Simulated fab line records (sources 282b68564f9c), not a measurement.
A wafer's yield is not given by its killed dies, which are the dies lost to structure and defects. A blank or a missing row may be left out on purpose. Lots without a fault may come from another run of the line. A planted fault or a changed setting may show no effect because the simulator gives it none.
Check of tool commonality / flow rit-cmos / Lots sampled 14, wafers sampled 42

REASON IT WAS OPENED
At RIT_NSD_OVL_MEAS_06 the reading NSD_OVL is flagged on 2 of 14 lots. Fault-free wafers read 0.0 nm, with a standard deviation of 1.5.
Rule: flag the lot when none of its wafers has a number, or when each of its wafers that has one lies beyond 4 standard deviations from that mean. The other lots count as sound.

lot=L947; measured=day 2 23:17; on=overlay-01; NSD_OVL (nm), wafer by wafer=0.7 -1.9 -1.7; flag=
lot=L948; measured=day 3 04:35; on=overlay-02; NSD_OVL (nm), wafer by wafer=0.3 -0.1 -0.9; flag=
lot=L950; measured=day 3 13:41; on=overlay-02; NSD_OVL (nm), wafer by wafer=-2.4 -1.1 -0.1; flag=
lot=L951; measured=day 3 18:58; on=overlay-01; NSD_OVL (nm), wafer by wafer=1.8 3.0 1.4; flag=
lot=L952; measured=day 4 04:55; on=overlay-01; NSD_OVL (nm), wafer by wafer=1.3 -0.2 0.3; flag=
lot=L955; measured=day 4 17:04; on=overlay-02; NSD_OVL (nm), wafer by wafer=361.9 359.4 360.3; flag=FLAGGED
lot=L958; measured=day 5 06:35; on=overlay-01; NSD_OVL (nm), wafer by wafer=361.9 361.0 362.2; flag=FLAGGED
lot=L959; measured=day 5 12:34; on=overlay-02; NSD_OVL (nm), wafer by wafer=-2.5 -0.4 -2.6; flag=
lot=L960; measured=day 5 21:04; on=overlay-01; NSD_OVL (nm), wafer by wafer=-2.3 -1.5 -0.7; flag=
lot=L961; measured=day 6 02:26; on=overlay-02; NSD_OVL (nm), wafer by wafer=-1.4 1.7 0.2; flag=
lot=L962; measured=day 6 03:51; on=overlay-01; NSD_OVL (nm), wafer by wafer=3.5 0.8 0.7; flag=
lot=L964; measured=day 6 16:01; on=overlay-02; NSD_OVL (nm), wafer by wafer=1.7 0.3 0.7; flag=
lot=L967; measured=day 7 06:55; on=overlay-01; NSD_OVL (nm), wafer by wafer=0.2 3.3 3.3; flag=
lot=L970; measured=day 7 21:04; on=overlay-02; NSD_OVL (nm), wafer by wafer=0.1 -2.7 0.3; flag=
On average the flagged lots read 361.1 nm, which is +361.1 nm against the usual, or +99 or more standard deviations.

WHICH TOOL RAN EACH LOT
The record holds 1 process step before the reading, out of a route of 202 steps. Each cell gives the tool, then ch followed by the chambers the sampled wafers passed through, then the start.
lot=L947; flag=; RIT_NSD_EXPOSE_03=iline-stepper-02 ch 0, day 2 22:54
lot=L948; flag=; RIT_NSD_EXPOSE_03=iline-stepper-01 ch 0, day 3 04:11
lot=L950; flag=; RIT_NSD_EXPOSE_03=iline-stepper-02 ch 0, day 3 13:17
lot=L951; flag=; RIT_NSD_EXPOSE_03=iline-stepper-01 ch 0, day 3 18:34
lot=L952; flag=; RIT_NSD_EXPOSE_03=iline-stepper-01 ch 0, day 4 04:31
lot=L955; flag=FLAGGED; RIT_NSD_EXPOSE_03=iline-stepper-02 ch 0, day 4 16:40
lot=L958; flag=FLAGGED; RIT_NSD_EXPOSE_03=iline-stepper-02 ch 0, day 5 06:12
lot=L959; flag=; RIT_NSD_EXPOSE_03=iline-stepper-01 ch 0, day 5 12:10
lot=L960; flag=; RIT_NSD_EXPOSE_03=iline-stepper-01 ch 0, day 5 20:40
lot=L961; flag=; RIT_NSD_EXPOSE_03=iline-stepper-01 ch 0, day 6 02:02
lot=L962; flag=; RIT_NSD_EXPOSE_03=iline-stepper-01 ch 0, day 6 03:28
lot=L964; flag=; RIT_NSD_EXPOSE_03=iline-stepper-01 ch 0, day 6 15:37
lot=L967; flag=; RIT_NSD_EXPOSE_03=iline-stepper-01 ch 0, day 7 06:32
lot=L970; flag=; RIT_NSD_EXPOSE_03=iline-stepper-01 ch 0, day 7 20:40
These steps, and what they do:
- RIT_NSD_EXPOSE_03: exposes mask M9, target cd 40700 nm.
- RIT_NSD_OVL_MEAS_06

FLAGGED AGAINST TOTAL, ONE TOOL AT A TIME (gauges that did the reading follow at the end)
step=RIT_NSD_EXPOSE_03; tool=iline-stepper-01; lots run=10; flagged=0; share of the flagged lots=none; sound lots run after its first flagged lot=-
step=RIT_NSD_EXPOSE_03; tool=iline-stepper-02; lots run=4; flagged=2; share of the flagged lots=all; sound lots run after its first flagged lot=0
step=RIT_NSD_OVL_MEAS_06; tool=overlay-01; lots run=7; flagged=1; share of the flagged lots=some; sound lots run after its first flagged lot=3 (L960,L962,L967)
step=RIT_NSD_OVL_MEAS_06; tool=overlay-02; lots run=7; flagged=1; share of the flagged lots=some; sound lots run after its first flagged lot=4 (L959,L961,L964,L970)

WHAT IS ALLOWED BY THE TABLE
In the table, 1 row covers all flagged lots: iline-stepper-02 at RIT_NSD_EXPOSE_03.
- iline-stepper-02 at RIT_NSD_EXPOSE_03: 2 of its 4 lots flagged. Last sound lot L950 at day 3 13:17, first flagged lot L955 at day 4 16:40; a fault beginning in between fits.
One tool is left: iline-stepper-02 at RIT_NSD_EXPOSE_03.

WHAT WAS PUT IN BY THE SIMULATOR
Scanner matching overlay: iline-stepper-02, from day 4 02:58 on, at RIT_NSD_EXPOSE_03. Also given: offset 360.
Struck lots among those shown: L955, L958. The rule above found the same.
